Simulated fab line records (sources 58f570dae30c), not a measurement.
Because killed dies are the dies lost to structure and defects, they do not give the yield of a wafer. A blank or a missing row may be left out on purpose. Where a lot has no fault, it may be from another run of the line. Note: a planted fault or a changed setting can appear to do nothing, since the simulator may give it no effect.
One fault through the eyes of 2 desks :: flow berkeley_cmos170 :: every desk sees just its own numbers, and what lay behind them comes last

== AT THE METROLOGY DESK ==
What the gauges read, lot by lot, whatever tool the lot ran on: means of the sampled wafers that have a number. Any lot whose mean is over 4 standard deviations away from the usual mean is out of limits and marked OUT; that distance is given in the brackets.
Columns: A = GATE_POLY_THK at UCB170_GATE_THK_MEAS_05, usual 215.0 nm; B = cd_nm at UCB170_NLDD_CD_MEAS_06, usual 1200.3 nm
lot: L403
first seen here: day 7 16:52
A: 215.2
B: 1199.1

lot: L402
first seen here: day 7 16:52
A: 214.2
B: 1199.9

lot: L404
first seen here: day 7 16:55
A: 216.8
B: 1201.2

lot: L406
first seen here: day 8 12:19
A: 216.2
B: 1199.9

lot: L410
first seen here: day 9 06:13
A: 217.3
B: 1199.9

lot: L411
first seen here: day 9 17:01
A: 216.2
B: 1200.5

lot: L415
first seen here: day 10 03:36
A: 218.5
B: 1199.9

lot: L413
first seen here: day 10 03:37
A: 215.8
B: 1200.2

lot: L416
first seen here: day 10 22:47
A: 213.4
B: 1199.6

lot: L418
first seen here: day 11 05:35
A: 217.7
B: 1203.1

lot: L419
first seen here: day 11 15:02
A: 215.6
B: 1201.5

lot: L420
first seen here: day 11 15:02
A: 213.3
B: 1200.4

lot: L423
first seen here: day 12 02:44
A: 216.5
B: 1200.5

lot: L421
first seen here: day 12 02:44
A: 215.9
B: 1199.6

lot: L424
first seen here: day 12 11:51
A: 214.4
B: 1201.5
This desk's finding: nothing out of limits on any of the 15 lots.

== DESK OF THE TOOL OWNER: rie_diel-02 ==
The tool's own readings at UCB170_SPACER_ETCHBACK_03 (etches SiO2 in CHF3/CF4/Ar, stops on Si, target depth 376 nm, time 100 s): means of the sampled wafers that have a number, for each lot that ran on this tool. Any lot whose mean is over 4 standard deviations away from the usual mean is out of limits and marked OUT; that distance is given in the brackets.
Columns: A = CHF3_flow_sccm at UCB170_SPACER_ETCHBACK_03, usual 50.00 sccm; B = chamber_pressure_mTorr at UCB170_SPACER_ETCHBACK_03, usual 200.01 mTorr; C = drypump_motor_current_A at UCB170_SPACER_ETCHBACK_03, usual 6.0 A; D = oes_product_au at UCB170_SPACER_ETCHBACK_03, usual 0.898 a.u.; E = rf_fwd_power_W at UCB170_SPACER_ETCHBACK_03, usual 496.8 W; F = throttle_valve_pct at UCB170_SPACER_ETCHBACK_03, usual 6.51 %
lot: L402
first seen here: day 8 08:46
A: 49.95
B: 200.07
C: 6.3
D: 0.909
E: 496.6
F: 6.49

lot: L406
first seen here: day 9 03:07
A: 50.00
B: 199.87
C: 6.3
D: 0.897
E: 498.7
F: 6.57

lot: L410
first seen here: day 9 17:45
A: 49.97
B: 199.93
C: 6.3
D: 0.887
E: 432.3 (-43) OUT
F: 6.45

lot: L411
first seen here: day 10 05:21
A: 50.07
B: 200.20
C: 6.3
D: 0.881
E: 429.2 (-45) OUT
F: 6.50

lot: L413
first seen here: day 10 17:40
A: 50.04
B: 200.04
C: 6.2
D: 0.883
E: 430.9 (-44) OUT
F: 6.52
Finding of this desk: L410, L411, L413 out of limits; the first was L410 at day 9 17:45, on rf_fwd_power_W at UCB170_SPACER_ETCHBACK_03. L402, L406 stayed within limits.

== BROUGHT TOGETHER ==
The tool owner's desk had the chance to raise an alarm at day 9 17:45 on L410, L411, L413.
Nothing out of limits was seen by the metrology desk.
The metrology desk has L410, L411, L413 on record, within its limits.
UCB170_SPACER_ETCHBACK_03 was run on rie_diel-02 by each of the lots named.

== WHAT THE SIMULATOR HAD PUT IN ==
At UCB170_SPACER_ETCHBACK_03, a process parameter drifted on rie_diel-02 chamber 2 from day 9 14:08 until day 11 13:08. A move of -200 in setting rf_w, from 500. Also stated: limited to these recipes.
Struck lots among those shown: L410, L411, L413.
How many hours passed from the start of the fault until each desk's first out-of-limits reading: the tool owner's desk, 4.
